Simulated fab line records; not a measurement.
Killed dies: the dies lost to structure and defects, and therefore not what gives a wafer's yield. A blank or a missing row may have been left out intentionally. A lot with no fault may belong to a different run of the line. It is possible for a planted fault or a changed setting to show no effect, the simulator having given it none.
The tool behind it: which one? / flow berkeley cmos170 / 6 lots, 18 wafers sampled, at 2 steps of a route of 331

## WHAT EACH GAUGE READ, for each wafer
UCB170_SPACER_THK_MEAS_01.
lot=L697; measured=day 8 06:52; on=film metro-04; SPACER_TEOS_THK (nm)=374 378 384
lot=L698; measured=day 8 07:22; on=film metro-01; SPACER_TEOS_THK (nm)=376 375 373
lot=L701; measured=day 8 22:20; on=film metro-03; SPACER_TEOS_THK (nm)=380 389 373
lot=L708; measured=day 10 09:17; on=film metro-01; SPACER_TEOS_THK (nm)=395 377 386
lot=L711; measured=day 11 08:43; on=film metro-04; SPACER_TEOS_THK (nm)=375 377 378
lot=L717; measured=day 12 17:29; on=film metro-03; SPACER_TEOS_THK (nm)=375 372 382

## WHICH TOOL RAN EACH LOT (tool, then ch and the chambers of the sampled wafers, then the start)
lot=L697; UCB170_SPACER_CVD_00=pecvd-04 ch 1,2, day 8 06:48
lot=L698; UCB170_SPACER_CVD_00=pecvd-03 ch 0,1,2, day 8 07:19
lot=L701; UCB170_SPACER_CVD_00=pecvd-01 ch 0,1,2, day 8 22:17
lot=L708; UCB170_SPACER_CVD_00=pecvd-04 ch 0,1, day 10 09:14
lot=L711; UCB170_SPACER_CVD_00=pecvd-03 ch 1,2, day 11 08:38
lot=L717; UCB170_SPACER_CVD_00=pecvd-03 ch 0,1,2, day 12 17:27
- UCB170_SPACER_CVD_00: deposits SiO2 from TEOS/O2, target thk 376 nm, time 47 s.

## THE ANSWER, worked out from the rows above alone
Rule: the usual values come from the lots themselves. Put in order of their means at a reading, lots are off if they are a third of the lots or fewer, leave a main group of 4 or more, and stand apart from it by a gap of 3 or more times the standard deviation of the main group's means; of several such gaps the widest counts. The tables above print the reading to a certain number of digits; a main group whose means all agree to those digits is not used. Also off: a lot with no number at a reading for which 4 or more lots have one. All remaining lots with rows at the step are treated as sound.
No lot is off on any of the readings shown, so nothing can be concluded from this.

## WHAT THE SIMULATOR PUT IN
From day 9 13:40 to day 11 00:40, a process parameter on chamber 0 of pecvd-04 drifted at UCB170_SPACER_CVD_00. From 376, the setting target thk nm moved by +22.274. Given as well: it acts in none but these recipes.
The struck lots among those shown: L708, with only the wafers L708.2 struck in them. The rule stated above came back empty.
